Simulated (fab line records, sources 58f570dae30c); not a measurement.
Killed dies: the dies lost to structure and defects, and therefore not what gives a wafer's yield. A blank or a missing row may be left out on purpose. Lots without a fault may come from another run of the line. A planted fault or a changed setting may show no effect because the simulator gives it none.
8D (eight disciplines) problem report, filled in by code / flow berkeley_cmos170 / the parts of the form that need people (team, actions taken, sign-off) are left out

1. THE ISSUE
Mean V2_TEOS_THK at UCB170_V2_THK_MEAS_01: 1738 nm over 6 wafers in 2 lots; fault-free wafers: 1988 nm, standard deviation 25. That is -10 standard deviations from the usual mean.
First observed at day 9 11:50: wafer L395.2, on film_metro-04. At this step, 42 wafers from 14 lots have a number in the record. The rule behind "out" and "out of limits": a value lying over 4 standard deviations away from the usual mean. The rest of the wafers with a number are treated as sound.

2. WHAT IT IS; WHAT IT IS NOT
question=which readings at this step | is=V2_TEOS_THK | is not=-
question=which lots | is=L395, L404 | is not=L394, L396, L397, L398, L403, L406, L409, L410, L413, L415, L416, L417
question=which wafers of those lots | is=all that have a number | is not=-
question=read on which gauges | is=film_metro-01, film_metro-04 | is not=film_metro-03
question=when | is=from day 9 11:50 | is not=up to then (12 sound wafers); but 24 sound wafers of L403, L406, L409, L410, L413, L415, L416, L417 came after

3. THE SUSPECTS, EACH WITH WHAT RULES IT OUT
Counting: any tool at a process step up to the reading is kept as a suspect provided that every lot that is out went through it and no sound lot did after the first of them.
- the gauge at UCB170_V2_THK_MEAS_01 has been ruled out. Those wafers that are out were read across 2 gauges (film_metro-01, film_metro-04).
- pecvd-04 at UCB170_V2_CVD_00 (deposits SiO2 from TEOS/O2, target thk 2000 nm, time 250 s): kept. Every lot that is out went through it, starting with L395 (day 9 11:41), and after that it ran no sound lot; the last sound lot it ran before then is L397 (day 9 09:10).
Remaining after the count: pecvd-04 at UCB170_V2_CVD_00.

4. THE CAUSE (what the simulator had put in)
Site profile drift: pecvd-04, from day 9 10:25 on, at UCB170_V2_CVD_00. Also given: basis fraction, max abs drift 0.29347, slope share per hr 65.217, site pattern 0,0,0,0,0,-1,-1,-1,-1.
This tool alone remained once counting was done.

5. THE EFFECT CHAIN, in route order
One row per reading whose mean, taken over the struck wafers that have a number, lies over 3 standard deviations from the usual. Only readings whose record carries a usual standard deviation are examined. hours: median over the lots of the time between each lot's start at the first step of this table that gives one and its start at this step. sigmas: the change, counted in usual standard deviations.
hours=0; step=UCB170_V2_THK_MEAS_01; reading=V2_TEOS_THK; usual=1988 nm; on struck wafers=1738; change=-250; sigmas=-10
hours=1; step=UCB170_V2_THK_MEAS_04; reading=V2_POLISHED_THK; usual=1000.1 nm; on struck wafers=739.8; change=-260.3; sigmas=-99 or more
hours=3; step=UCB170_V2_ETCH_14; reading=oes_product_au; usual=0.872 a.u.; on struck wafers=0.747; change=-0.125; sigmas=-8.9
hours=7; step=UCB170_M3_PROBE_99; reading=killed_at_M0_to_M3; usual=0.9; on struck wafers=6.7; change=+5.8; sigmas=+6.0
hours=7; step=UCB170_M3_PROBE_99; reading=killed_on_rim; usual=0.9; on struck wafers=6.0; change=+5.1; sigmas=+5.5
hours=7; step=UCB170_M3_PROBE_99; reading=sort_bin_3_pad_short; usual=0.1 %; on struck wafers=2.0; change=+1.9; sigmas=+10
It contains these process steps:
- UCB170_V2_ETCH_14: etches SiO2 in CHF3/CF4/Ar, stops on Al, target depth 1250 nm, time 291 s.
- UCB170_M3_PROBE_99

6. WHAT WOULD HAVE CAUGHT IT SOONER
In this record the first reading out of limits at a measuring or inspecting step was taken at day 9 11:50, 1 hour after the fault began at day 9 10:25.
No tool reading at UCB170_V2_CVD_00 that has a usual standard deviation in the record was out on any struck wafer, so an alarm limit of 4 standard deviations on those readings would not have fired.
Lots out: 2; of these, L404 started UCB170_V2_CVD_00 on pecvd-04 after day 9 11:50. It would have been spared by a hold on the tool at that moment.
